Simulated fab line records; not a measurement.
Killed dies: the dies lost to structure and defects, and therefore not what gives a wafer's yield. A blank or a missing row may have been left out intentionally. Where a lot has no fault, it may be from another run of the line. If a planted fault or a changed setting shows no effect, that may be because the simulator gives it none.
fab line records / flow rit_cmos
[record] lots = 5 wafers = 15 last_day = 7
route steps=202 shown PRETRO@64 GATE@75 M1@202
lots that met no fault: from a run of the same line without faults
start_h: hours from the record's first day to the start of the lot's first wafer shown / wait_h: hours from the lot's prior step to this one / " repeats the value in the row above / L1.1+2: a single row standing in for several wafers / - value missing, or start not given / * or withheld: withheld / < > ~ a bound
route shown NAME@n: a module of which the file shows steps, and the number in the route of the first / usual: mean/standard deviation of fault-free wafers / same: alike in all rows / chamber/n: place in a boat / sites: the reading at each site / _std_site: standard deviation across them / _edge_site: outer sites' mean less inner sites' / radius_mm: how far each site lies from the wafer's centre / mask NAME#n: copy n / behind: the most recent tool/chamber to have shaped the wafer / hold: why the lot was held/for how many hours/how that ended / device: which transistor (n, p or np) failed to switch / end of line: the same wafers' tests at the end of the route / a step without rows: its recipe alone / killed: dies lost to structure and defects at the first sort, not the wafer's yield / map: shows each die of a wafer: x if killed, . if not, _ if none is there
set.NAME: setting as actually run; set.NAME@STEP: the setting as run at that earlier step / model.NAME: the simulator's own value behind a step, which no gauge read
lots at some steps of the route; a table a step, a row a wafer
services: from which hour (start_h, from the record's first day; less than 0 if before it) a tool's chamber was out of use, for how many hours, and why
[[steps]]
[step RIT_PRETRO_HMDS_00]
[recipe] prime_time_s = 60 prime_temp_c = 140
[step RIT_PRETRO_COAT_01]
[recipe] resist = NOVOLAK spin_rpm = 2000 resist_thk_nm = 1300
[step RIT_PRETRO_SOFTBAKE_02]
[recipe] resist = NOVOLAK temp_c = 90 time_s = 60
[step RIT_PRETRO_EXPOSE_03]
[recipe] mask_id = M5 na = 0.57 target_cd_nm = 43700 dose_mj = 250
[step RIT_PRETRO_PEB_04]
[recipe] resist = NOVOLAK temp_c = withheld time_s = withheld
[step RIT_PRETRO_DEVELOP_05]
[recipe] resist = NOVOLAK develop_time_s = 68 dev_temp_c = 23
[step RIT_PRETRO_OVL_MEAS_06]
[usual] PRETRO_OVL = 0.2/1.5
lot.wafer=L496.2 tool=overlay-02 chamber=- start_h=46.55 wait_h=- PRETRO_OVL[nm]=0.0
lot.wafer=L496.3 tool=overlay-02 chamber=- start_h=46.55 wait_h=- PRETRO_OVL[nm]=-1.6
lot.wafer=L496.4 tool=overlay-02 chamber=- start_h=46.55 wait_h=- PRETRO_OVL[nm]=-1.3
lot.wafer=L497.1 tool=overlay-01 chamber=- start_h=54.60 wait_h=- PRETRO_OVL[nm]=0.2
lot.wafer=L497.3 tool=overlay-01 chamber=- start_h=54.60 wait_h=- PRETRO_OVL[nm]=-0.2
lot.wafer=L497.5 tool=overlay-01 chamber=- start_h=54.60 wait_h=- PRETRO_OVL[nm]=1.3
lot.wafer=L501.1 tool=overlay-01 chamber=- start_h=68.53 wait_h=- PRETRO_OVL[nm]=-2.3
lot.wafer=L501.2 tool=overlay-01 chamber=- start_h=68.53 wait_h=- PRETRO_OVL[nm]=-0.5
lot.wafer=L501.3 tool=overlay-01 chamber=- start_h=68.53 wait_h=- PRETRO_OVL[nm]=-3.7
lot.wafer=L507.1 tool=overlay-01 chamber=- start_h=102.48 wait_h=- PRETRO_OVL[nm]=0.6
lot.wafer=L507.4 tool=overlay-01 chamber=- start_h=102.48 wait_h=- PRETRO_OVL[nm]=0.7
lot.wafer=L507.6 tool=overlay-01 chamber=- start_h=102.48 wait_h=- PRETRO_OVL[nm]=-0.8
lot.wafer=L517.1 tool=overlay-01 chamber=- start_h=150.63 wait_h=- PRETRO_OVL[nm]=0.4
lot.wafer=L517.5 tool=overlay-01 chamber=- start_h=150.63 wait_h=- PRETRO_OVL[nm]=1.4
lot.wafer=L517.6 tool=overlay-01 chamber=- start_h=150.63 wait_h=- PRETRO_OVL[nm]=0.6
[step RIT_PRETRO_HARDBAKE_07]
[recipe] resist = NOVOLAK temp_c = 140 time_s = 120
[step RIT_PRETRO_IMPLANT_08]
[recipe] species = B energy_kev = 45 dose_cm2 = 1.2e+13 tilt_deg = 7
[step RIT_PRETRO_STRIP_09]
[recipe] chemistry = O2 time_s = 180 resist = NOVOLAK platen_temp_c = withheld power_w = 500 pressure_mtorr = 4000 o2_flow_sccm = 4000
[usual] drypump_motor_current_A = 5.7/0.41
lot.wafer=L496.2 tool=plasma_asher-01 chamber=1 start_h=46.98 wait_h=0.1 drypump_motor_current_A=6.1 rf_hours_counter_h=41
lot.wafer=L496.3 tool=plasma_asher-01 chamber=0 start_h=46.98 wait_h=0.1 drypump_motor_current_A=5.2 rf_hours_counter_h=-
lot.wafer=L496.4 tool=plasma_asher-01 chamber=1 start_h=46.98 wait_h=0.1 drypump_motor_current_A=6.1 rf_hours_counter_h=-
lot.wafer=L497.1 tool=plasma_asher-01 chamber=0 start_h=55.04 wait_h=0.1 drypump_motor_current_A=5.2 rf_hours_counter_h=41
lot.wafer=L497.3 tool=plasma_asher-01 chamber=0 start_h=55.04 wait_h=0.1 drypump_motor_current_A=5.3 rf_hours_counter_h=-
lot.wafer=L497.5 tool=plasma_asher-01 chamber=0 start_h=55.04 wait_h=0.1 drypump_motor_current_A=5.2 rf_hours_counter_h=-
lot.wafer=L501.1 tool=plasma_asher-03 chamber=0 start_h=69.00 wait_h=0.1 drypump_motor_current_A=5.8 rf_hours_counter_h=38
lot.wafer=L501.2 tool=plasma_asher-03 chamber=1 start_h=69.00 wait_h=0.1 drypump_motor_current_A=5.2 rf_hours_counter_h=38
lot.wafer=L501.3 tool=plasma_asher-03 chamber=1 start_h=69.00 wait_h=0.1 drypump_motor_current_A=5.2 rf_hours_counter_h=-
lot.wafer=L507.1 tool=plasma_asher-01 chamber=1 start_h=102.92 wait_h=0.1 drypump_motor_current_A=6.1 rf_hours_counter_h=46
lot.wafer=L507.4 tool=plasma_asher-01 chamber=0 start_h=102.92 wait_h=0.1 drypump_motor_current_A=5.2 rf_hours_counter_h=-
lot.wafer=L507.6 tool=plasma_asher-01 chamber=1 start_h=102.92 wait_h=0.1 drypump_motor_current_A=6.1 rf_hours_counter_h=-
lot.wafer=L517.1 tool=plasma_asher-04 chamber=0 start_h=151.07 wait_h=0.1 drypump_motor_current_A=6.4 rf_hours_counter_h=54
lot.wafer=L517.5 tool=plasma_asher-04 chamber=0 start_h=151.07 wait_h=0.1 drypump_motor_current_A=6.4 rf_hours_counter_h=-
lot.wafer=L517.6 tool=plasma_asher-04 chamber=1 start_h=151.07 wait_h=0.1 drypump_motor_current_A=5.8 rf_hours_counter_h=-
[step RIT_PRETRO_TW_MEAS_10]
[usual] PRETRO_TW = 479.0/2.2
lot.wafer=L496.2 tool=film_metro-04 chamber=- start_h=47.17 wait_h=0.1 PRETRO_TW=477.3
lot.wafer=L496.3 tool=film_metro-04 chamber=- start_h=47.17 wait_h=0.1 PRETRO_TW=477.9
lot.wafer=L496.4 tool=film_metro-04 chamber=- start_h=47.17 wait_h=0.1 PRETRO_TW=476.3
lot.wafer=L497.1 tool=film_metro-03 chamber=- start_h=55.21 wait_h=0.1 PRETRO_TW=481.0
lot.wafer=L497.3 tool=film_metro-03 chamber=- start_h=55.21 wait_h=0.1 PRETRO_TW=481.8
lot.wafer=L497.5 tool=film_metro-03 chamber=- start_h=55.21 wait_h=0.1 PRETRO_TW=481.5
lot.wafer=L501.1 tool=film_metro-03 chamber=- start_h=69.18 wait_h=0.1 PRETRO_TW=480.3
lot.wafer=L501.2 tool=film_metro-03 chamber=- start_h=69.18 wait_h=0.1 PRETRO_TW=480.4
lot.wafer=L501.3 tool=film_metro-03 chamber=- start_h=69.18 wait_h=0.1 PRETRO_TW=481.4
lot.wafer=L507.1 tool=film_metro-04 chamber=- start_h=103.09 wait_h=0.1 PRETRO_TW=478.4
lot.wafer=L507.4 tool=film_metro-04 chamber=- start_h=103.09 wait_h=0.1 PRETRO_TW=479.2
lot.wafer=L507.6 tool=film_metro-04 chamber=- start_h=103.09 wait_h=0.1 PRETRO_TW=478.3
lot.wafer=L517.1 tool=film_metro-04 chamber=- start_h=151.24 wait_h=0.1 PRETRO_TW=481.4
lot.wafer=L517.5 tool=film_metro-04 chamber=- start_h=151.24 wait_h=0.1 PRETRO_TW=478.2
lot.wafer=L517.6 tool=film_metro-04 chamber=- start_h=151.24 wait_h=0.1 PRETRO_TW=477.8
[step RIT_GATE_WET_ETCH_00]
[recipe] chemistry = BOE target = SiO2 target_depth_nm = 56 time_s = 60 dry = n2_spin dilution = 10:1 temp_c = 21.5
[step RIT_GATE_CLEAN_01]
[recipe] chemistry = SC1 mix = 3:3:50 time_s = 600 temp_c = 75
[usual] run_length_s = 627/3.3
lot.wafer=L496.2 tool=wet_bench-03 chamber=2 start_h=47.27 wait_h=0.0 run_length_s=632
lot.wafer=L496.3 tool=wet_bench-03 chamber=2 start_h=47.27 wait_h=0.0 run_length_s=632
lot.wafer=L496.4 tool=wet_bench-03 chamber=2 start_h=47.27 wait_h=0.0 run_length_s=632
lot.wafer=L497.1 tool=wet_bench-01 chamber=1 start_h=55.30 wait_h=0.0 run_length_s=626
lot.wafer=L497.3 tool=wet_bench-01 chamber=1 start_h=55.30 wait_h=0.0 run_length_s=626
lot.wafer=L497.5 tool=wet_bench-01 chamber=1 start_h=55.30 wait_h=0.0 run_length_s=626
lot.wafer=L501.1 tool=wet_bench-03 chamber=3 start_h=69.26 wait_h=0.0 run_length_s=474
lot.wafer=L501.2 tool=wet_bench-03 chamber=3 start_h=69.26 wait_h=0.0 run_length_s=474
lot.wafer=L501.3 tool=wet_bench-03 chamber=3 start_h=69.26 wait_h=0.0 run_length_s=474
lot.wafer=L507.1 tool=wet_bench-01 chamber=3 start_h=103.18 wait_h=0.0 run_length_s=625
lot.wafer=L507.4 tool=wet_bench-01 chamber=3 start_h=103.18 wait_h=0.0 run_length_s=625
lot.wafer=L507.6 tool=wet_bench-01 chamber=3 start_h=103.18 wait_h=0.0 run_length_s=625
lot.wafer=L517.1 tool=wet_bench-03 chamber=3 start_h=151.33 wait_h=0.0 run_length_s=625
lot.wafer=L517.5 tool=wet_bench-03 chamber=3 start_h=151.33 wait_h=0.0 run_length_s=625
lot.wafer=L517.6 tool=wet_bench-03 chamber=3 start_h=151.33 wait_h=0.0 run_length_s=625
[step RIT_GATE_CLEAN_02]
[recipe] chemistry = dHF dilution = 50:1 time_s = 30
[step RIT_M1_PROBE_99]
[usual] killed_at_M0_to_M3 = 0.0/0.12 killed_at_contacts = 0.0/0.22 killed_at_front_end = 6.5/2.8 killed_dies = 6.5/2.8 killed_open = 3.2/1.8 killed_short = 3.3/2
[same] gross_dies = 264 killed_at_M4_up = 0 killed_at_back_side = 0 killed_at_other = 0
lot.wafer=L496.2 tool=prober-01 chamber=- start_h=78.46 wait_h=0.1 killed_at_M0_to_M3=0 killed_at_contacts=0 killed_at_front_end=7 killed_dies=7 killed_open=4 killed_short=3
lot.wafer=L496.3 tool=prober-01 chamber=- start_h=78.51 wait_h=0.2 killed_at_M0_to_M3=1 killed_at_contacts=0 killed_at_front_end=8 killed_dies=9 killed_open=3 killed_short=6
lot.wafer=L496.4 tool=prober-01 chamber=- start_h=78.56 wait_h=0.2 killed_at_M0_to_M3=0 killed_at_contacts=0 killed_at_front_end=6 killed_dies=6 killed_open=1 killed_short=5
lot.wafer=L497.1 tool=prober-01 chamber=- start_h=84.56 wait_h=0.1 killed_at_M0_to_M3=0 killed_at_contacts=0 killed_at_front_end=10 killed_dies=10 killed_open=5 killed_short=5
lot.wafer=L497.3 tool=prober-01 chamber=- start_h=84.66 wait_h=0.2 killed_at_M0_to_M3=0 killed_at_contacts=1 killed_at_front_end=6 killed_dies=7 killed_open=2 killed_short=5
lot.wafer=L497.5 tool=prober-01 chamber=- start_h=84.76 wait_h=0.2 killed_at_M0_to_M3=0 killed_at_contacts=1 killed_at_front_end=8 killed_dies=9 killed_open=7 killed_short=2
lot.wafer=L501.1 tool=prober-02 chamber=- start_h=98.90 wait_h=0.1 killed_at_M0_to_M3=0 killed_at_contacts=0 killed_at_front_end=15 killed_dies=15 killed_open=6 killed_short=9
lot.wafer=L501.2 tool=prober-02 chamber=- start_h=98.95 wait_h=0.1 killed_at_M0_to_M3=0 killed_at_contacts=0 killed_at_front_end=16 killed_dies=16 killed_open=6 killed_short=10
lot.wafer=L501.3 tool=prober-02 chamber=- start_h=99.00 wait_h=0.2 killed_at_M0_to_M3=0 killed_at_contacts=0 killed_at_front_end=7 killed_dies=7 killed_open=6 killed_short=1
lot.wafer=L507.1 tool=prober-02 chamber=- start_h=131.06 wait_h=0.1 killed_at_M0_to_M3=0 killed_at_contacts=0 killed_at_front_end=8 killed_dies=8 killed_open=5 killed_short=3
lot.wafer=L507.4 tool=prober-02 chamber=- start_h=131.21 wait_h=0.2 killed_at_M0_to_M3=0 killed_at_contacts=0 killed_at_front_end=10 killed_dies=10 killed_open=6 killed_short=4
lot.wafer=L507.6 tool=prober-02 chamber=- start_h=131.31 wait_h=0.2 killed_at_M0_to_M3=0 killed_at_contacts=0 killed_at_front_end=3 killed_dies=3 killed_open=1 killed_short=2
lot.wafer=L517.1 tool=prober-02 chamber=- start_h=177.53 wait_h=0.1 killed_at_M0_to_M3=0 killed_at_contacts=0 killed_at_front_end=3 killed_dies=3 killed_open=1 killed_short=2
lot.wafer=L517.5 tool=prober-02 chamber=- start_h=177.73 wait_h=0.2 killed_at_M0_to_M3=0 killed_at_contacts=0 killed_at_front_end=3 killed_dies=3 killed_open=2 killed_short=1
lot.wafer=L517.6 tool=prober-02 chamber=- start_h=177.78 wait_h=0.2 killed_at_M0_to_M3=0 killed_at_contacts=0 killed_at_front_end=11 killed_dies=11 killed_open=8 killed_short=3
// killed by level:class
L496.2 GATE:geometric_particle:open=3 FOX2:geometric_particle:short=1 GATE:geometric_particle:short=1 REOX:geometric_particle:open=1 SILICIDE:geometric_particle:short=1
L496.3 GATE:geometric_particle:open=2 GATE:geometric_particle:short=2 REOX:geometric_particle:short=1 SPACER:geometric_particle:short=1 SILICIDE:geometric_particle:open=1 SILICIDE:geometric_particle:short=1 M1:geometric_particle:short=1
L496.4 GATE:geometric_particle:short=2 FOX1:geometric_particle:open=1 FOX1:geometric_particle:short=1 SPACER:geometric_particle:short=1 SILICIDE:geometric_particle:short=1
L497.1 GATE:geometric_particle:open=2 GATE:geometric_particle:short=2 REOX:geometric_particle:open=2 FOX2:geometric_particle:short=1 REOX:geometric_particle:short=1 SPACER:geometric_particle:open=1 SILICIDE:geometric_particle:short=1
L497.3 GATE:geometric_particle:short=2 FOX2:geometric_particle:short=1 GATE:geometric_particle:open=1 SPACER:geometric_particle:short=1 SPACER:geometric_particle:open=1 CONTACT:geometric_particle:short=1
L497.5 REOX:geometric_particle:open=3 GATE:geometric_particle:open=2 GATE:geometric_particle:short=1 SILICIDE:geometric_particle:short=1 SILICIDE:geometric_particle:open=1 CONTACT:geometric_particle:open=1
L501.1 GATE:geometric_particle:short=5 FOX1:geometric_particle:short=3 GATE:geometric_particle:open=3 FOX1:geometric_particle:open=2 FOX2:geometric_particle:open=1 SILICIDE:geometric_particle:short=1
L501.2 GATE:geometric_particle:short=4 GATE:geometric_particle:open=3 SILICIDE:geometric_particle:short=3 FOX1:geometric_particle:open=1 FOX1:geometric_particle:short=1 FOX2:geometric_particle:open=1 FOX2:geometric_particle:short=1 SPACER:geometric_particle:open=1
L501.3 SILICIDE:geometric_particle:open=2 FOX1:geometric_particle:short=1 FOX1:geometric_particle:open=1 GATE:geometric_particle:open=1 REOX:geometric_particle:open=1 SPACER:geometric_particle:open=1
L507.1 GATE:geometric_particle:open=2 FOX1:geometric_particle:open=1 FOX2:geometric_particle:open=1 GATE:geometric_particle:short=1 SPACER:geometric_particle:short=1 SILICIDE:geometric_particle:short=1 SILICIDE:geometric_particle:open=1
L507.4 GATE:geometric_particle:open=4 FOX1:geometric_particle:open=2 GATE:geometric_particle:short=2 FOX1:geometric_particle:short=1 SPACER:geometric_particle:short=1
L507.6 GATE:geometric_particle:short=1 GATE:geometric_particle:open=1 SPACER:geometric_particle:short=1
L517.1 GATE:geometric_particle:open=1 GATE:geometric_particle:short=1 SPACER:geometric_particle:short=1
L517.5 GATE:geometric_particle:open=1 GATE:geometric_particle:short=1 SILICIDE:geometric_particle:open=1
L517.6 SPACER:geometric_particle:open=4 GATE:geometric_particle:short=2 GATE:geometric_particle:open=2 FOX1:geometric_particle:open=1 SILICIDE:geometric_particle:short=1 SILICIDE:geometric_particle:open=1
[[services]]
tool=wet_bench-03 chamber=- start_h=57.75 hours=1.9 kind=pm
tool=wet_bench-01 chamber=- start_h=64.67 hours=2.7 kind=repair
tool=plasma_asher-01 chamber=- start_h=75.98 hours=2.8 kind=pm
tool=plasma_asher-03 chamber=- start_h=102.96 hours=1.5 kind=repair
tool=plasma_asher-01 chamber=- start_h=108.75 hours=9.0 kind=pm
tool=plasma_asher-01 chamber=0 start_h=108.75 hours=9.0 kind=vent_cycle
tool=plasma_asher-01 chamber=1 start_h=108.75 hours=9.0 kind=vent_cycle
tool=plasma_asher-01 chamber=0 start_h=117.75 hours=- kind=clean
tool=plasma_asher-01 chamber=1 start_h=117.75 hours=- kind=clean
tool=wet_bench-03 chamber=- start_h=121.45 hours=1.7 kind=repair
tool=plasma_asher-01 chamber=- start_h=123.57 hours=7.8 kind=repair
[[key]]
[first_sign] step = RIT_GATE_CLEAN_01 reading = run_length_s direction = down sigmas = 47 usual = * struck = *
effect none on later readings
met_at RIT_GATE_CLEAN_01
struck_wafers L501.1,L501.2,L501.3
tester_left_out L501
[fault] kind = process_parameter_drift tool = wet_bench-03 chamber = 3 onset_h = 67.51 steps = RIT_GATE_CLEAN_01 channel = time_s offset = * shape = step end_h = 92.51 acts_in = * stated = *
// tester_left_out: of these lots the tester's yield and bins aren't shown, on N5 and GAA mostly nor the transistor test; their killed dies are dies lost to structure and defects alone, not to doping, threshold or leakage, so they don't give the yield
